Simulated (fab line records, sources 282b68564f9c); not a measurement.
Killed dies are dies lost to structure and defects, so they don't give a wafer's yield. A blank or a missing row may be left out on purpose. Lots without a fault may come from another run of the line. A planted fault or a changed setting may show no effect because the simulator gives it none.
Which tool did it? | flow rit_cmos | 7 lots, 21 wafers sampled, at 2 steps of a route of 202

WHAT THE GAUGES READ, wafer by wafer
RIT_NSD_TW_MEAS_10.
lot  | measured    | on            | NSD_TW
L314 | day 3 05:53 | film_metro-01 | 3035 3024 3020
L316 | day 3 18:52 | film_metro-04 | 3154 3118 3126
L319 | day 4 06:03 | film_metro-04 | 3151 3138 3138
L324 | day 5 06:23 | film_metro-02 | 3135 3139 3127
L329 | day 6 06:47 | film_metro-04 | 3145 3145 3125
L333 | day 7 04:06 | film_metro-01 | 3044 3035 3028
L336 | day 7 20:14 | film_metro-01 | 3026 3042 3056

WHICH TOOL RAN EACH LOT (tool, then ch and the chambers of the sampled wafers, then the start)
lot  | RIT_PLDD_STRIP_09
L314 | plasma_asher-01 ch 0,1, day 3 01:47
L316 | plasma_asher-04 ch 0,1, day 3 14:35
L319 | plasma_asher-02 ch 0,1, day 4 01:55
L324 | plasma_asher-01 ch 0,1, day 5 02:17
L329 | plasma_asher-02 ch 1, day 6 02:25
L333 | plasma_asher-02 ch 0,1, day 6 23:20
L336 | plasma_asher-02 ch 0,1, day 7 16:08
- RIT_PLDD_STRIP_09: strips in O2, time 180 s.

THE ANSWER, worked out from the rows above alone
Rule: what is usual is taken from the lots themselves. Put in order of their means at a reading, lots are off if they are a third of the lots or fewer, leave a main group of 4 or more, and stand apart from it by a gap of 3 or more times the standard deviation of the main group's means; of several such gaps the widest counts. A main group whose means are all the same, to the digits that the tables above print for the reading, isn't used. A lot without any number at a reading at which 4 lots or more have one is off too. The other lots that the step has rows for count as sound.
No lot is off at any reading shown: from this, nothing can be told.

WHAT THE SIMULATOR HAD PUT IN
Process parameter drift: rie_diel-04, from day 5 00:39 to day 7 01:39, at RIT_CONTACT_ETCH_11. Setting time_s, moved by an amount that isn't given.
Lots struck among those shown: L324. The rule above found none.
